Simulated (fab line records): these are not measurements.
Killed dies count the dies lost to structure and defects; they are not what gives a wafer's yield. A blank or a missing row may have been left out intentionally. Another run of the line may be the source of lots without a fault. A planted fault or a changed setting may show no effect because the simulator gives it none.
Commonality check across tools + flow ritCmos + 14 lots and 48 wafers in the sample

== REASON FOR OPENING ==
RIT_PLDD_OVL_MEAS_06, reading PLDD_OVL: flagged on 2 of 14 lots. Fault-free wafers read 0.0 nm, with a standard deviation of 1.3.
Rule: a lot gets a flag if all its wafers with a number sit over 4 standard deviations from that mean, or if no wafer of it has a number. The other lots count as sound.

| lot  | measured    | on         | PLDD_OVL (nm), wafer by wafer             | flag    |
|------|-------------|------------|-------------------------------------------|---------|
| L847 | day 2 17:54 | overlay-02 | 0.8 1.6 0.4                               |         |
| L848 | day 2 23:56 | overlay-01 | 0.8 0.6 0.5                               |         |
| L849 | day 3 05:45 | overlay-02 | 1.4 -0.4 -1.4                             |         |
| L850 | day 3 09:59 | overlay-02 | 1.3 0.0 0.4                               |         |
| L851 | day 3 14:22 | overlay-02 | -0.3 0.5 0.8                              |         |
| L852 | day 3 19:01 | overlay-02 | 0.1 -1.2 -1.0                             |         |
| L853 | day 4 01:40 | overlay-02 | -148.9 -150.1 -148.4 -148.2 -149.5 -148.1 | FLAGGED |
| L857 | day 4 22:48 | overlay-01 | 0.0 -0.3 -1.4                             |         |
| L858 | day 5 04:02 | overlay-02 | -149.2 -149.4 -147.8 -148.8 -148.9 -147.3 | FLAGGED |
| L864 | day 6 14:19 | overlay-02 | 0.4 1.1 1.1                               |         |
| L866 | day 7 04:19 | overlay-01 | 1.1 -1.7 0.1                              |         |
| L867 | day 7 05:47 | overlay-01 | 0.1 -1.1 -2.0                             |         |
| L868 | day 7 11:04 | overlay-01 | 1.2 -0.2 1.5                              |         |
| L869 | day 7 15:51 | overlay-01 | 0.6 -1.0 -2.2                             |         |
On average the flagged lots read -148.7 nm, which is -148.7 nm against the usual, or -99 or more standard deviations.

== EACH LOT AND THE TOOL IT RAN ON ==
The record holds 1 process step before the reading, out of a route of 202 steps. Read each cell as the tool, then ch plus the chambers that the sampled wafers visited, then the start.
| lot  | flag    | RIT_PLDD_EXPOSE_03                |
|------|---------|-----------------------------------|
| L847 |         | ilineStepper-01 ch 0, day 2 17:29 |
| L848 |         | ilineStepper-02 ch 0, day 2 23:33 |
| L849 |         | ilineStepper-01 ch 0, day 3 05:17 |
| L850 |         | ilineStepper-01 ch 0, day 3 09:35 |
| L851 |         | ilineStepper-01 ch 0, day 3 13:58 |
| L852 |         | ilineStepper-02 ch 0, day 3 18:37 |
| L853 | FLAGGED | ilineStepper-01 ch 0, day 4 01:16 |
| L857 |         | ilineStepper-02 ch 0, day 4 22:24 |
| L858 | FLAGGED | ilineStepper-01 ch 0, day 5 03:41 |
| L864 |         | ilineStepper-02 ch 0, day 6 13:50 |
| L866 |         | ilineStepper-02 ch 0, day 7 03:55 |
| L867 |         | ilineStepper-02 ch 0, day 7 05:20 |
| L868 |         | ilineStepper-02 ch 0, day 7 10:40 |
| L869 |         | ilineStepper-02 ch 0, day 7 15:19 |
What these steps do:
- RIT_PLDD_EXPOSE_03: exposes mask M8, target cd 40900 nm.
- RIT_PLDD_OVL_MEAS_06

== FLAGGED OVER TOTAL, TOOL BY TOOL (the gauges that took the reading come last) ==
| step                 | tool            | lots run | flagged | share of the flagged lots | sound lots run after its first flagged lot |
|----------------------|-----------------|----------|---------|---------------------------|--------------------------------------------|
| RIT_PLDD_EXPOSE_03   | ilineStepper-01 | 6        | 2       | all                       | 0                                          |
| RIT_PLDD_EXPOSE_03   | ilineStepper-02 | 8        | 0       | none                      | -                                          |
| RIT_PLDD_OVL_MEAS_06 | overlay-01      | 6        | 0       | none                      | -                                          |
| RIT_PLDD_OVL_MEAS_06 | overlay-02      | 8        | 2       | all                       | 1 (L864)                                   |

== THE TABLE: WHAT IT ALLOWS ==
Table rows that saw every flagged lot: 2, namely ilineStepper-01 at RIT_PLDD_EXPOSE_03 and overlay-02 at RIT_PLDD_OVL_MEAS_06.
- ilineStepper-01 at RIT_PLDD_EXPOSE_03: 2 of its 6 lots flagged. It ran its last sound lot, L851, at day 3 13:58 and its first flagged lot, L853, at day 4 01:16: a fault with its onset between the two fits.
- overlay-02 at RIT_PLDD_OVL_MEAS_06: 2 of its 8 lots flagged. Sound lots followed the first flagged one (L864) on it, something a lasting fault affecting the whole tool could not allow.
Just one tool remains: ilineStepper-01 at RIT_PLDD_EXPOSE_03.

== WHAT THE SIMULATOR HAD INSERTED ==
Scanner matching overlay: ilineStepper-01, from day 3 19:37 on, at RIT_PLDD_EXPOSE_03. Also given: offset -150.
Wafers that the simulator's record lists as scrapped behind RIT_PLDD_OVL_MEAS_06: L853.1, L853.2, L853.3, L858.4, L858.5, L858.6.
Lots struck among those shown: L853, L858. Same finding as the rule above.
